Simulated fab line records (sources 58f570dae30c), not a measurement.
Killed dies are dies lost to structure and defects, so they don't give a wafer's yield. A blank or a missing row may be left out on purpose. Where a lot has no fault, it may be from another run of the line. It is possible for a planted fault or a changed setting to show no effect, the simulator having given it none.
What tool caused it? | flow berkeley cmos170 | 42 wafers from 14 lots sampled at 2 of the route's 331 steps

WHAT THE GAUGES SHOWED, per wafer
UCB170_SDANNEAL_RS_MEAS_05: a four-point-probe measurement. Usual: for NLDD_RS the level is 616.2 ohm/sq and the standard deviation is 1.8.
lot  | measured     | on            | NLDD_RS (ohm/sq)  | flag
L522 | day 5 22:35  | film metro-04 | 616.3 616.4 616.6 |
L525 | day 7 08:10  | film metro-02 | 612.6 612.9 615.2 |
L524 | day 7 08:35  | film metro-04 | 616.7 615.0 615.8 |
L527 | day 7 08:29  | film metro-01 | 616.8 615.8 615.6 |
L526 | day 8 01:28  | film metro-02 | 614.5 613.2 617.5 |
L528 | day 8 01:18  | film metro-01 | 577.7 578.8 580.4 | OFF
L530 | day 8 11:40  | film metro-04 | 581.3 581.0 582.3 | OFF
L538 | day 10 08:11 | film metro-01 | 617.7 615.6 616.7 |
L539 | day 10 12:14 | film metro-04 | 619.4 618.8 618.4 |
L540 | day 10 22:53 | film metro-02 | 617.1 616.9 616.0 |
L542 | day 11 01:31 | film metro-01 | 618.7 616.4 616.6 |
L543 | day 11 12:38 | film metro-02 | 614.2 614.7 614.0 |
L545 | day 11 13:10 | film metro-04 | 619.2 619.7 618.5 |
L544 | day 11 13:32 | film metro-02 | 618.2 616.1 616.7 |

TOOL THAT RAN EACH LOT (tool first, then ch and the chambers of the sampled wafers, then the start)
lot  | UCB170_NLDD_IMPLANT_08
L522 | implanter-01 ch 0, day 5 14:27
L525 | implanter-04 ch 0, day 6 23:31
L524 | implanter-02 ch 0, day 6 23:41
L527 | implanter-04 ch 0, day 6 23:59
L526 | implanter-04 ch 0, day 7 12:59
L528 | implanter-04 ch 0, day 7 13:14
L530 | implanter-04 ch 0, day 8 01:22
L538 | implanter-01 ch 0, day 9 20:01
L539 | implanter-02 ch 0, day 10 02:59
L540 | implanter-01 ch 0, day 10 11:14
L542 | implanter-04 ch 0, day 10 16:39
L543 | implanter-04 ch 0, day 11 00:35
L545 | implanter-02 ch 0, day 11 01:00
L544 | implanter-01 ch 0, day 11 01:13
- UCB170_NLDD_IMPLANT_08

AS READ BY THE TOOLS THEMSELVES (means over the sampled wafers that have a number; for cases with no such wafer, the mark the record gives instead)
UCB170_NLDD_IMPLANT_08. Usual: tilt deg 7.003 degrees, standard deviation 0.019.
lot  | tool         | tilt deg (degrees) | flag
L522 | implanter-01 | 7.004              |
L525 | implanter-04 | 7.000              |
L524 | implanter-02 | 7.001              |
L527 | implanter-04 | 7.007              |
L526 | implanter-04 | 7.013              |
L528 | implanter-04 | 4.334              | OFF
L530 | implanter-04 | 4.323              | OFF
L538 | implanter-01 | 7.000              |
L539 | implanter-02 | 6.993              |
L540 | implanter-01 | 7.019              |
L542 | implanter-04 | 7.010              |
L543 | implanter-04 | 6.988              |
L545 | implanter-02 | 7.006              |
L544 | implanter-01 | 7.001              |

THE ANSWER, worked out from the rows above alone
Rule: a lot counts as off when the mean over its wafers that have a number is more than 3 standard deviations away from the usual mean. A lot without any number at a reading at which 4 lots or more have one is off too. Any other lot the step has rows for is counted as sound. First the gauges in route order, then the tools' own readings, where a lot's mean is used as printed above. At the first step where some lot is off, the reading lying furthest off is the one used; lots without a number count as furthest.
Off: L528, L530, seen at UCB170_SDANNEAL_RS_MEAS_05 (NLDD_RS).
If a tool, at a process step before that reading, ran all the lots that are off and no sound lot after the first of them, it fits. The gauges at UCB170_SDANNEAL_RS_MEAS_05 aren't tried: what is off there is off at UCB170_NLDD_IMPLANT_08 too, on other tools, and a gauge's error can't cause that. Not one of the candidates tried fits.

WHAT THE SIMULATOR PUT IN
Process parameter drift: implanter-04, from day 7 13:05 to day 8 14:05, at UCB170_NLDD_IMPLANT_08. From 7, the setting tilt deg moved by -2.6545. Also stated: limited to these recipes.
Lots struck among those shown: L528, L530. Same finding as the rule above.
